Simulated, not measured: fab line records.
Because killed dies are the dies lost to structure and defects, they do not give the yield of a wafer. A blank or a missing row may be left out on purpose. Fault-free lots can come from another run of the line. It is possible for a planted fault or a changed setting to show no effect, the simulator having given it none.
2 desks, one fault -- flow berkeley_cmos170 -- only its own numbers are on each desk; what lay behind them is given at the end

## DESK OF THE TOOL OWNER: pecvd-01
The tool's own readings at UCB170_SPACER_CVD_00 (deposits SiO2 from TEOS/O2, target thk 376 nm, time 47 s): means of the sampled wafers that have a number, for each lot that ran on this tool. Marked OUT: a lot whose mean sits more than 4 standard deviations from the usual mean, which makes it out of limits; the brackets give that distance.
Columns: A = heater_power_w at UCB170_SPACER_CVD_00, usual 253 W; B = rf_fwd_power_W at UCB170_SPACER_CVD_00, usual 544.9 W
lot,first seen here,A,B
L515,day 8 15:31,218,544.3
L518,day 9 15:19,287,544.0
L517,day 9 16:05,209,546.1
L528,day 10 18:29,246,544.2
L525,day 10 19:14,219,544.4
Finding of this desk: none of the 5 lots has anything out of limits.

## METROLOGY DESK
Lot by lot, what the gauges showed, no matter which tool ran the lot: averages of those sampled wafers that carry a number. Marked OUT: a lot whose mean sits more than 4 standard deviations from the usual mean, which makes it out of limits; the brackets give that distance.
Columns: A = INCOMING_BOW at UCB170_START_BOW_MEAS_00, usual 0 um; B = SPACER_TEOS_THK at UCB170_SPACER_THK_MEAS_01, usual 376 nm; C = cd_nm at UCB170_CONTACT_CD_MEAS_15, usual 700.2 nm
lot,first seen here,A,B,C
L511,day 1 10:01,-4,369,698.3
L513,day 1 20:00,4,374,701.6
L514,day 2 01:00,3,368,701.1
L515,day 2 06:02,-4,379,700.9
L516,day 2 11:02,6,374,702.1
L517,day 2 16:02,3,378,699.1
L518,day 2 21:01,-2,377,699.5
L519,day 3 02:01,-2,377,700.7
L520,day 3 07:00,3,377,700.4
L522,day 3 17:01,-4,375,699.9
L525,day 4 08:00,-3,366,698.9
L528,day 4 23:00,-4,381,702.4
L529,day 5 04:01,-5,370,701.4
Finding of this desk: none of the 13 lots has anything out of limits.

## TAKEN TOGETHER
The tool owner's desk saw nothing out of limits.
The metrology desk saw nothing out of limits.

## WHAT THE SIMULATOR HAD INSERTED
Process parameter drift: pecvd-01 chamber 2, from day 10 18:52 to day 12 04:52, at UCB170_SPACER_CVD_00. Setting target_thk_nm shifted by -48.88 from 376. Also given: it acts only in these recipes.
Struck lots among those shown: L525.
